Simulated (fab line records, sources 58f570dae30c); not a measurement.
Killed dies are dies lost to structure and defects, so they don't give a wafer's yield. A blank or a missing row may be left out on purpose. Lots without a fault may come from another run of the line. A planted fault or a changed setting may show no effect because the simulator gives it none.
A struck lot beside a sound one | flow berkeley_cmos170 | 14 steps out of a route of 331
Sound: wafers L769.1, L769.2, L769.5. Struck: wafers L782.1, L782.2, L782.4. The cause comes at the end.
At each step with rows: each side's tool, then ch and its chambers, then its first start. Under that, the readings that differ: sound wafers | struck wafers | difference of the means | sigmas: that difference in standard deviations of wafers without a fault.
alike: readings whose means differ by less than 2 such deviations, and words and numbers that are the same on both sides. not compared: withheld readings, readings that some wafer has no value for, bounds like >300 that may hide the same value, and numbers for which the record gives no deviation and whose values overlap.
The two part at a step that has a row with sigmas, a row that says differs or no value, or rows on one side only. Numbers that don't overlap but have no deviation are shown without sigmas and don't part them. A reading that every wafer of one side lacks parts them only if that side has two wafers or more.

first, 4 steps without rows for these wafers: UCB170_NVT_SOFTBAKE_02 (time 60 s); UCB170_NVT_EXPOSE_03 (exposes mask PWELL, target cd 3000 nm); UCB170_NVT_PEB_04; UCB170_NVT_DEVELOP_05 (develop time 45 s).
UCB170_NVT_OVL_MEAS_06:
  sound on overlay-02, day 5 10:11; struck on overlay-01, day 8 02:05
  alike: NVT_OVL
then, 1 step without rows for these wafers: UCB170_NVT_IMPLANT_07.
UCB170_NVT_STRIP_08: strips in O2.
  sound on plasma_asher-03 ch 0,1, day 5 10:22; struck on plasma_asher-02 ch 0,1, day 8 02:16
  alike: drypump_motor_current_A, o2_flow_sccm, oes_product_au, strip_time_to_endpoint_s
  not compared: rf_hours_counter_h
UCB170_NVT_TW_MEAS_09:
  sound on film_metro-04, day 5 10:29; struck on film_metro-01, day 8 02:22
  alike: NVT_TW
then, 4 steps without rows for these wafers: UCB170_NVT_CLEAN_10 (cleans in SPM, time 600 s); UCB170_PVT_HMDS_00 (prime time 60 s); UCB170_PVT_COAT_01 (resist thk 900 nm); UCB170_PVT_SOFTBAKE_02 (time 60 s).
UCB170_PVT_EXPOSE_03: exposes mask NWELL, target cd 3000 nm.
  sound on krf_scanner-02 ch 0, day 5 11:44; struck on krf_scanner-01, day 8 03:25
  no value came back on the struck wafers for exposure_dose_mJ_cm2, focus_offset_nm (nm), reticle_temp_C (C); on the sound wafers exposure_dose_mJ_cm2 reads 29.999 30.024 30.005
  alike: mask
then, 1 step without rows for these wafers: UCB170_PVT_PEB_04.

WHERE THEY PART
Only at UCB170_PVT_EXPOSE_03, within this record.

WHY: what the simulator had put in
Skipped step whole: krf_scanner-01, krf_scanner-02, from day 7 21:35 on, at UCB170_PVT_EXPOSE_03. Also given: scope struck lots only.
